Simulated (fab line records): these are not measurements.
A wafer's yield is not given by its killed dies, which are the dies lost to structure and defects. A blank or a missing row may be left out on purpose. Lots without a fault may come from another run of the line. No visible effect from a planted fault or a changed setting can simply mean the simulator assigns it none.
Matching of chambers -- flow berkeley_cmos170 -- pecvd-04 running UCB170_V1_CVD_00: 3 sister chambers
The step deposits SiO2 from TEOS/O2, target thk 2000 nm, time 250 s. 14 wafers are shown with their chamber, then 7 later ones without.

== WAFERS WITH THEIR CHAMBER ==
wafer,chamber,heater_power_w (W)
L146.1,1,164
L146.2,2,264
L146.6,1,232
L155.1,1,175
L155.5,0,178
L155.6,1,236
L157.1,2,213
L157.3,1,190
L157.4,1,244
L159.3,1,239
L159.4,2,290
L159.6,0,261
L160.2,2,274
L160.3,0,266

SIGNATURES (averages over the wafers above)
reading,chamber 0,chamber 1,chamber 2,scatter within a chamber
heater_power_w,235.00,211.43,260.25,37
Rule: for each reading, subtract the chamber's mean from the wafer's reading, divide by that reading's scatter and square the result; add these up over the readings and take the root, which gives the wafer's distance from the chamber. The wafer belongs to the nearest chamber; if the next one is less than 2 further off, it can't be placed. The scatter: the root of (the sum of the squares of (reading less its chamber's mean) over the shown wafers, divided by (wafers less chambers)).

== WAFERS WITHOUT THEIR CHAMBER ==
wafer,heater_power_w (W)
L160.4,163
L163.3,262
L163.4,181
L163.6,204
L166.3,246
L166.4,180
L166.5,295

== WHICH CHAMBER EACH ONE RAN IN ==
wafer,from the rows above,in truth
L160.4,can't be placed: 1 or 0 or 2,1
L163.3,can't be placed: 2 or 0 or 1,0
L163.4,can't be placed: 1 or 0 or 2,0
L163.6,can't be placed: 1 or 0 or 2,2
L166.3,can't be placed: 0 or 2 or 1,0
L166.4,can't be placed: 1 or 0 or 2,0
L166.5,can't be placed: 2 or 0 or 1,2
Placed correctly: 0 of 7. These rows do not allow placing 7 (true chamber among the candidates in 7). Number placed wrongly: 0.
